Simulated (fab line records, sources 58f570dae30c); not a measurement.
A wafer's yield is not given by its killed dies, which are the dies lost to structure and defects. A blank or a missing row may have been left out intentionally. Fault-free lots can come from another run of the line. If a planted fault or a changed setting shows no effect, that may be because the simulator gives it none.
Comparing a struck lot with a sound one	flow berkeleyCmos170	14 steps out of a route of 331
Sound: the wafers L291.2, L291.3, L291.4. Struck: wafers L298.1, L298.4, L298.5. Last of all comes the cause.
For every step that has rows: the tool of each side, followed by ch and its chambers, followed by its first start. Under that, the readings that differ: sound wafers	struck wafers	difference of the means	sigmas: that difference in standard deviations of wafers without a fault.
alike: words and numbers the same on both sides, and readings whose means are apart by under 2 such deviations; not compared: readings that were withheld, readings missing a value for some wafer, numbers with overlapping values and no deviation given by the record, and bounds like >300 which may hide the same value.
The two part at a step that has a row with sigmas, a row that says differs or no value, or rows on one side only. When numbers do not overlap yet have no deviation, they are printed without sigmas and do not part them. A reading that every wafer of one side lacks parts them only if that side has two wafers or more.

UCB170_PWELL_STRIP_16: strips in O2.
  sound on plasmaAsher-01 ch 0,1, day 4 16:02; struck on plasmaAsher-01 ch 0,1, day 5 20:32
  alike: drypumpMotorCurrentA, oesProductAu, stripTimeToEndpointS
  not compared: rfHoursCounterH
UCB170_PWELL_TW_MEAS_17:
  sound on filmMetro-01, day 4 16:09; struck on filmMetro-03, day 5 20:38
reading	sound	struck	difference	sigmas
PWELL_TW	368 372 369	380 378 381	+10	+3
then, 5 steps without rows for these wafers: UCB170_PWELL_CLEAN_18 (cleans in SPM, time 600 s); UCB170_PWELL_WET_ETCH_19 (etches Si3N4 in H3PO4, time 14400 s); UCB170_PWELL_WET_ETCH_20 (etches SiO2 in BOE, time 22 s); UCB170_WELLDRIVE_CLEAN_00 (cleans in SPM, time 600 s); UCB170_WELLDRIVE_OXIDATION_01 (target thk 199 nm, ox time 9000 s).
UCB170_WELLDRIVE_THK_MEAS_02:
  sound on filmMetro-04, day 5 02:21; struck on filmMetro-04, day 6 06:14
  alike: WELLDRIVE_OXIDE_THK
then, 4 steps without rows for these wafers: UCB170_WELLDRIVE_ANNEAL_03 (time 900 s); UCB170_WELLDRIVE_WET_ETCH_04 (etches SiO2 in BOE, time 120 s); UCB170_ACTIVE_CLEAN_00 (cleans in SPM, time 600 s); UCB170_ACTIVE_CLEAN_01 (cleans in dHF, time 60 s).
UCB170_ACTIVE_OXIDATION_02: target thk 26.4 nm, ox time 1260 s.
  sound on furnace-03 ch 0, day 5 10:54; struck on furnace-02, day 6 16:43
  no value came back on the struck wafers for oxTempC (C), oxTempCMax; on the sound wafers oxTempC (C) reads 999.7 999.7 1000.1
then, 1 step without rows for these wafers: UCB170_ACTIVE_ANNEAL_04 (time 900 s).

## WHERE THEY PART
Last at UCB170_ACTIVE_OXIDATION_02 as far as this record goes, first at UCB170_PWELL_TW_MEAS_17.

WHY: whatever the simulator had introduced
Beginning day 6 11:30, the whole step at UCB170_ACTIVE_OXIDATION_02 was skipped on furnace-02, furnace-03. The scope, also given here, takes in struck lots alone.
